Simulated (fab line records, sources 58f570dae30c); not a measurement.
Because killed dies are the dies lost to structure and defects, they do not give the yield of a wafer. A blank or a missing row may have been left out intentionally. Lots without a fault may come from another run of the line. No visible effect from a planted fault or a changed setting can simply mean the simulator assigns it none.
Which of the tools did it? / flow berkeley-cmos170 / 14 lots, 42 wafers sampled, at 3 steps of a route of 331

WHAT THE GAUGES READ, wafer by wafer
UCB170_M1_OVL_MEAS_10. Usual: for M1_OVL the level is -4 nm and the standard deviation is 5.5.
lot=L107; measured=day 8 12:10; on=overlay-02; M1_OVL (nm)=-8 -2 -5; flag=
lot=L113; measured=day 9 13:21; on=overlay-01; M1_OVL (nm)=4 -1 2; flag=
lot=L112; measured=day 9 13:37; on=overlay-01; M1_OVL (nm)=-6 1 -8; flag=
lot=L114; measured=day 10 00:17; on=overlay-01; M1_OVL (nm)=-1 -3 -7; flag=
lot=L115; measured=day 10 13:52; on=overlay-01; M1_OVL (nm)=-6 -6 -6; flag=
lot=L118; measured=day 10 20:38; on=overlay-02; M1_OVL (nm)=-6 -9 -11; flag=
lot=L116; measured=day 10 22:49; on=overlay-01; M1_OVL (nm)=-4 -9 -5; flag=
lot=L117; measured=day 10 23:49; on=overlay-01; M1_OVL (nm)=2 -2 5; flag=
lot=L121; measured=day 11 10:07; on=overlay-01; M1_OVL (nm)=-6 2 0; flag=
lot=L123; measured=day 12 01:37; on=overlay-01; M1_OVL (nm)=0 7 -1; flag=
lot=L124; measured=day 12 02:20; on=overlay-01; M1_OVL (nm)=0 -7 -6; flag=
lot=L122; measured=day 12 02:35; on=overlay-02; M1_OVL (nm)=-20 -8 -14; flag=
lot=L126; measured=day 13 05:30; on=overlay-01; M1_OVL (nm)=-2 -3 7; flag=
lot=L129; measured=day 13 05:50; on=overlay-01; M1_OVL (nm)=-12 -10 -15; flag=

UCB170_V1_THK_MEAS_04. Usual: for V1_POLISHED_THK the level is 1000.5 nm and the standard deviation is 1.3.
lot=L107; measured=day 8 14:34; on=film-metro-01; V1_POLISHED_THK (nm)=1001.2 998.8 1001.5; flag=
lot=L113; measured=day 9 15:46; on=film-metro-04; V1_POLISHED_THK (nm)=1000.5 998.2 999.3; flag=
lot=L112; measured=day 9 17:06; on=film-metro-01; V1_POLISHED_THK (nm)=999.8 1001.1 1001.7; flag=
lot=L114; measured=day 10 02:42; on=film-metro-01; V1_POLISHED_THK (nm)=999.3 1000.6 1002.0; flag=
lot=L115; measured=day 10 16:20; on=film-metro-02; V1_POLISHED_THK (nm)=1002.5 998.5 1000.6; flag=
lot=L118; measured=day 10 23:07; on=film-metro-02; V1_POLISHED_THK (nm)=1000.5 1001.5 999.8; flag=
lot=L116; measured=day 11 01:13; on=film-metro-01; V1_POLISHED_THK (nm)=1000.6 1000.3 1000.9; flag=
lot=L117; measured=day 11 02:32; on=film-metro-01; V1_POLISHED_THK (nm)=999.0 999.5 999.6; flag=
lot=L121; measured=day 11 12:33; on=film-metro-02; V1_POLISHED_THK (nm)=1000.8 1000.9 1000.4; flag=
lot=L123; measured=day 12 04:08; on=film-metro-01; V1_POLISHED_THK (nm)=999.3 1000.2 1002.4; flag=
lot=L124; measured=day 12 05:46; on=film-metro-01; V1_POLISHED_THK (nm)=1000.6 1000.9 1000.3; flag=
lot=L122; measured=day 12 05:28; on=film-metro-02; V1_POLISHED_THK (nm)=1001.1 1000.4 999.2; flag=
lot=L126; measured=day 13 08:02; on=film-metro-04; V1_POLISHED_THK (nm)=1001.8 1000.3 1003.8; flag=
lot=L129; measured=day 13 09:23; on=film-metro-04; V1_POLISHED_THK (nm)=1002.6 999.9 1003.6; flag=

WHAT TOOL EACH LOT RAN ON (gives the tool, then ch and the chambers of the sampled wafers, and finally the start)
lot=L107; UCB170_V1_CMP_02=cmp-02 ch 0,1, day 8 14:08
lot=L113; UCB170_V1_CMP_02=cmp-01 ch 0,1, day 9 15:23
lot=L112; UCB170_V1_CMP_02=cmp-01 ch 0,1,2, day 9 16:41
lot=L114; UCB170_V1_CMP_02=cmp-01 ch 0,2, day 10 02:19
lot=L115; UCB170_V1_CMP_02=cmp-02 ch 0,1,2, day 10 15:55
lot=L118; UCB170_V1_CMP_02=cmp-02 ch 0,1,2, day 10 22:44
lot=L116; UCB170_V1_CMP_02=cmp-01 ch 0,1, day 11 00:47
lot=L117; UCB170_V1_CMP_02=cmp-01 ch 0,1, day 11 02:07
lot=L121; UCB170_V1_CMP_02=cmp-01 ch 0,2,3, day 11 12:08
lot=L123; UCB170_V1_CMP_02=cmp-02 ch 0,1,3, day 12 03:43
lot=L124; UCB170_V1_CMP_02=cmp-01 ch 1,2,3, day 12 05:20
lot=L122; UCB170_V1_CMP_02=cmp-02 ch 1,3, day 12 05:05
lot=L126; UCB170_V1_CMP_02=cmp-02 ch 0,1,3, day 13 07:37
lot=L129; UCB170_V1_CMP_02=cmp-02 ch 0,2,3, day 13 08:56
- UCB170_V1_CMP_02: polishes SiO2.

WHAT THE TOOLS THEMSELVES READ (means of the sampled wafers that have a number; where no wafer has one, the mark that the record gives instead)
UCB170_V1_CMP_02. Usual: motor-current-A 15.6 A, standard deviation 1.8; platen-rpm 60.00 rpm, standard deviation 0.047; slurry-flow-ml-min 150.0, standard deviation 0.43.
lot=L107; tool=cmp-02; motor-current-A (A)=14.9; platen-rpm (rpm)=60.05; slurry-flow-ml-min=150.5; flag=
lot=L113; tool=cmp-01; motor-current-A (A)=14.4; platen-rpm (rpm)=60.00; slurry-flow-ml-min=149.8; flag=
lot=L112; tool=cmp-01; motor-current-A (A)=14.6; platen-rpm (rpm)=59.96; slurry-flow-ml-min=149.9; flag=
lot=L114; tool=cmp-01; motor-current-A (A)=14.0; platen-rpm (rpm)=60.00; slurry-flow-ml-min=149.9; flag=
lot=L115; tool=cmp-02; motor-current-A (A)=16.2; platen-rpm (rpm)=60.03; slurry-flow-ml-min=150.1; flag=
lot=L118; tool=cmp-02; motor-current-A (A)=15.8; platen-rpm (rpm)=59.98; slurry-flow-ml-min=150.0; flag=
lot=L116; tool=cmp-01; motor-current-A (A)=14.3; platen-rpm (rpm)=59.99; slurry-flow-ml-min=150.2; flag=
lot=L117; tool=cmp-01; motor-current-A (A)=14.3; platen-rpm (rpm)=59.99; slurry-flow-ml-min=149.4; flag=
lot=L121; tool=cmp-01; motor-current-A (A)=15.9; platen-rpm (rpm)=60.00; slurry-flow-ml-min=150.2; flag=
lot=L123; tool=cmp-02; motor-current-A (A)=15.1; platen-rpm (rpm)=60.03; slurry-flow-ml-min=150.1; flag=
lot=L124; tool=cmp-01; motor-current-A (A)=16.1; platen-rpm (rpm)=59.96; slurry-flow-ml-min=150.0; flag=
lot=L122; tool=cmp-02; motor-current-A (A)=15.3; platen-rpm (rpm)=60.05; slurry-flow-ml-min=150.0; flag=
lot=L126; tool=cmp-02; motor-current-A (A)=15.2; platen-rpm (rpm)=59.97; slurry-flow-ml-min=149.9; flag=
lot=L129; tool=cmp-02; motor-current-A (A)=16.1; platen-rpm (rpm)=60.02; slurry-flow-ml-min=149.9; flag=

THE ANSWER, worked out from the rows above alone
Rule: lot off if the mean of its wafers having a number is beyond 3 standard deviations from the usual mean. Also off: a lot with no number at a reading for which 4 or more lots have one. All remaining lots with rows at the step are treated as sound. After the gauges, taken in route order, come the tools' own readings; for these a lot's mean is taken, as printed above. The first step at which some lot is off is used, and at that step the reading that is off furthest; a lot without a number counts as furthest.
Nothing can be told from this: no lot is off at any reading shown.

WHAT WAS PUT IN BY THE SIMULATOR
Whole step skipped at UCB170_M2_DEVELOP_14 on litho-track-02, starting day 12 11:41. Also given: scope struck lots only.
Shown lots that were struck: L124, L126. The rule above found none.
